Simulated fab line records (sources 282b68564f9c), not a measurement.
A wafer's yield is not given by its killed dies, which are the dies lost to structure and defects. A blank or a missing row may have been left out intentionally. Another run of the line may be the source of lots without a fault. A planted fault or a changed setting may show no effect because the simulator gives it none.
Split-lot trial | flow rit cmos | route with 202 steps; 5 lots, 23 wafers read

== ABOUT THE SPLIT ==
At RIT_REOX_OXIDATION_03 (target thk 25.2 nm, ox time 5580 s), the setting ox time s was moved away from the recipe's 5580 s on 10 of the 23 wafers read, by -11.3% to -10.5%. The other wafers ran this setting at the recipe's value.

Reading taken at the split's own step.

== THE READING ==
SiO2_of_REOX_OXIDATION_03.thk nm (the simulator's own value, which no gauge read), in nm, at RIT_REOX_OXIDATION_03 (target thk 25.2 nm, ox time 5580 s). There is no usual value for it anywhere in the file. Average 25.25 nm, standard deviation 0.53 nm, over the 13 wafers here run with the recipe.

wafer  | tool, chamber at the split | ox time s as run, s | against the recipe | SiO2_of_REOX_OXIDATION_03.thk nm, nm | against lot-mates on the recipe
L074.1 | -, -                       | 4993                | -10.5%             | 23.82                                | no lot-mate on the recipe
L074.2 | -, -                       | 4993                | -10.5%             | 23.47                                | no lot-mate on the recipe
L074.3 | -, -                       | 4993                | -10.5%             | 23.8                                 | no lot-mate on the recipe
L074.5 | -, -                       | 4993                | -10.5%             | 23.83                                | no lot-mate on the recipe
L074.6 | -, -                       | 4993                | -10.5%             | 24.36                                | no lot-mate on the recipe
L076.1 | furnace-04, 0              | 5580                | recipe             | 24.53                                | -
L076.2 | furnace-04, 0              | 5580                | recipe             | 24.25                                | -
L076.6 | furnace-04, 0              | 5580                | recipe             | 24.23                                | -
L079.1 | -, -                       | 5580                | recipe             | 25.45                                | -
L079.2 | -, -                       | 5580                | recipe             | 25.43                                | -
L079.3 | -, -                       | 5580                | recipe             | 25.5                                 | -
L079.4 | -, -                       | 5580                | recipe             | 25.41                                | -
L079.6 | -, -                       | 5580                | recipe             | 25.89                                | -
L080.2 | -, -                       | 5580                | recipe             | 25.69                                | -
L080.3 | -, -                       | 5580                | recipe             | 25.42                                | -
L080.4 | -, -                       | 5580                | recipe             | 25.67                                | -
L080.5 | -, -                       | 5580                | recipe             | 25.53                                | -
L080.6 | -, -                       | 5580                | recipe             | 25.3                                 | -
L083.1 | -, -                       | 4949                | -11.3%             | 23.57                                | no lot-mate on the recipe
L083.2 | -, -                       | 4949                | -11.3%             | 23.13                                | no lot-mate on the recipe
L083.3 | -, -                       | 4949                | -11.3%             | 23.36                                | no lot-mate on the recipe
L083.4 | -, -                       | 4949                | -11.3%             | 24.03                                | no lot-mate on the recipe
L083.6 | -, -                       | 4949                | -11.3%             | 23.85                                | no lot-mate on the recipe

FIT RESULTS
A straight line over all 23 wafers: SiO2_of_REOX_OXIDATION_03.thk nm changes by +0.141 nm for each +1% of ox time s; r = +0.86; the points scatter about the line by 0.47 nm.
Too few moved wafers with a lot-mate on the recipe to fit a line net of each lot's own level.

== THE FILE'S OWN FIT ==
SiO2_of_REOX_OXIDATION_03.thk nm changes by +0.141 nm for each +1% of ox time s, r = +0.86.
